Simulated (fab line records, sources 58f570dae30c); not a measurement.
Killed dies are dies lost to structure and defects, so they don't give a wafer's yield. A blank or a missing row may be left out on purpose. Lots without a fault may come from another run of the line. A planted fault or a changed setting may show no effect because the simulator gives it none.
One fault seen from 2 desks | flow berkeley_cmos170 | each desk has only its own numbers; what lay behind them comes last

THE METROLOGY DESK
What the gauges read, lot by lot, whatever tool the lot ran on: means of the sampled wafers that have a number. A lot is out of limits, marked OUT, if its mean lies more than 4 standard deviations from the usual mean; the brackets give that distance.
Columns: A = cd_nm at UCB170_V2_CD_MEAS_12, usual 700.1 nm; B = M3_AL_RS at UCB170_M3_RS_MEAS_02, usual 0.0322 ohm/sq; C = M3_AL_THK at UCB170_M3_THK_MEAS_03, usual 892 nm; D = cd_nm at UCB170_M3_CD_MEAS_15, usual 700.2 nm
lot  | first seen here | A     | B                 | C              | D
L490 | day 9 10:13     | 699.0 | 0.0321            | 887            | 699.3
L493 | day 9 21:06     | 699.6 | 0.0329            | 873            | 700.1
L495 | day 10 00:03    | 698.5 | 0.0320            | 899            | 700.4
L498 | day 10 18:28    | 698.8 | 0.0325            | 888            | 698.9
L496 | day 10 18:32    | 699.5 | 0.0320            | 896            | 698.9
L497 | day 10 21:37    | 698.7 | 0.0318            | 906            | 702.2
L501 | day 11 06:23    | 702.3 | 0.0321            | 893            | 700.9
L503 | day 11 14:16    | 697.8 | 0.0301 (-6.4) OUT | 976 (+8.9) OUT | 699.1
L504 | day 11 15:59    | 701.4 | 0.0324            | 887            | 700.9
L506 | day 12 02:11    | 702.9 | 0.0293 (-8.7) OUT | 1003 (+12) OUT | 702.4
L509 | day 12 06:37    | 700.2 | 0.0324            | 886            | 697.2
L510 | day 13 07:41    | 701.6 | 0.0321            | 892            | 700.8
L511 | day 13 08:44    | 700.2 | 0.0322            | 887            | 700.9
L513 | day 13 09:25    | 698.5 | 0.0321            | 891            | 698.5
This desk's finding: out of limits on L503, L506; first on L503, day 11 15:02 (M3_AL_RS at UCB170_M3_RS_MEAS_02). In limits: L490, L493, L495, L498, L496, L497, L501, L504, L509, L510, L511, L513.

THE TOOL OWNER'S DESK: pvd_sputter-02
The tool's own readings at UCB170_M3_SPUTTER_01 (material Al, target thk 900 nm, time 120 s): means of the sampled wafers that have a number, for each lot that ran on this tool. A lot is out of limits, marked OUT, if its mean lies more than 4 standard deviations from the usual mean; the brackets give that distance.
Columns: A = throttle_valve_pct at UCB170_M3_SPUTTER_01, usual 30.0 %
lot  | first seen here | A
L498 | day 10 19:05    | 29.7
L497 | day 10 22:10    | 29.5
L503 | day 11 14:56    | 29.8
L506 | day 12 02:47    | 29.4
This desk's finding: nothing out of limits on any of the 4 lots.

PUT TOGETHER
The metrology desk could have raised an alarm at day 11 15:02, on L503, L506.
The tool owner's desk saw nothing out of limits.
The tool owner's desk has L503, L506 on record, within its limits.
Of the lots named, all ran UCB170_M3_SPUTTER_01 on pvd_sputter-02.

WHAT THE SIMULATOR HAD PUT IN
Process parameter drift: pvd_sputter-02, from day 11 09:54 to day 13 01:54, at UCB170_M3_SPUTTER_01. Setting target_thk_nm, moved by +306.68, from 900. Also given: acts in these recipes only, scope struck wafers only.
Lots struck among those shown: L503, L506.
Hours from the fault's start to each desk's first reading out of limits: the metrology desk, 5.
